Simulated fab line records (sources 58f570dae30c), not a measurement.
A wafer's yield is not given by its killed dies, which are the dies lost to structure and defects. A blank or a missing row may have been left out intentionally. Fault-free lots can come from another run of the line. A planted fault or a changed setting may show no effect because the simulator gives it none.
Struck lot and sound lot, side by side / flow berkeley cmos170 / 14 steps out of a route of 331
Sound: the wafers L340.4, L340.5, L340.6. Struck: wafers L337.1, L337.3, L337.4. The cause is named last.
At each step with rows: each side's tool, then ch and its chambers, then its first start. Under that, the readings that differ: sound wafers / struck wafers / difference of the means / sigmas: that difference in standard deviations of wafers without a fault.
alike: words and numbers the same on both sides, and readings whose means are apart by under 2 such deviations; not compared: readings that were withheld, readings missing a value for some wafer, numbers with overlapping values and no deviation given by the record, and bounds like >300 which may hide the same value.
A row with sigmas, a row that says differs or no value, or rows on one side alone: a step with any of these is where the two part. When numbers do not overlap yet have no deviation, they are printed without sigmas and do not part them. A reading missing from all wafers of one side parts the sides only when that side holds two or more wafers.

first, 3 steps without rows for these wafers: UCB170_ACTIVE_EXPOSE_10 (exposes mask ACTIVE, target cd 1200 nm); UCB170_ACTIVE_PEB_11; UCB170_ACTIVE_DEVELOP_12 (develop time 45 s).
UCB170_ACTIVE_CD_MEAS_13 targets a cd of 1200 nm.
  struck on cd sem-01, day 6 16:57; sound on cd sem-02, day 7 14:14
  alike: cd nm
UCB170_ACTIVE_OVL_MEAS_14:
  struck on overlay-02, day 6 17:04; sound on overlay-02, day 7 14:19
  alike: ACTIVE_OVL
UCB170_ACTIVE_ETCH_15: etches Si3N4 in CH3F/Ar/O2, stops on SiO2, target depth 242 nm, time 151 s.
  sound on rie diel-01 ch 0,2,3, day 7 14:19; struck on rie diel-01 ch 0,1,2, day 6 17:07
  alike: CH3F_flow_sccm, chamber pressure mTorr, drypump motor current A, oes product au, throttle valve pct
  not compared: rf hours counter h
UCB170_ACTIVE_STRIP_16: strips in O2.
  sound on plasma asher-02 ch 0,1, day 7 14:28; struck on plasma asher-03 ch 0,1, day 6 17:13
  alike: chamber pressure mTorr, drypump motor current A, oes product au, strip time to endpoint s
  not compared: rf hours counter h
UCB170_ACTIVE_CD_MEAS_90 targets a cd of 1200 nm.
  struck on cd sem-01, day 6 17:19; sound on cd sem-02, day 7 14:35
  alike: cd nm
then, 4 steps without rows for these wafers: UCB170_ACTIVE_CLEAN_17 (cleans in SPM, time 600 s); UCB170_PFIELD_HMDS_00 (prime time 60 s); UCB170_PFIELD_COAT_01 (resist thk 900 nm); UCB170_PFIELD_SOFTBAKE_02 (time 60 s).
UCB170_PFIELD_EXPOSE_03: exposes mask PFIELD, target cd 1500 nm.
  sound on krf scanner-01 ch 0, day 7 15:47; struck on krf scanner-01, day 6 18:04
  no value came back on the struck wafers for exposure dose mJ cm2, focus offset nm (nm), reticle temp C (C); on the sound wafers exposure dose mJ cm2 reads 30.044 30.043 30.049
  alike: mask
following that, these wafers have no rows for 1 step: UCB170_PFIELD_PEB_04.

== WHERE THEY PART ==
Within this record, at UCB170_PFIELD_EXPOSE_03 only.

WHY: what the simulator had put in
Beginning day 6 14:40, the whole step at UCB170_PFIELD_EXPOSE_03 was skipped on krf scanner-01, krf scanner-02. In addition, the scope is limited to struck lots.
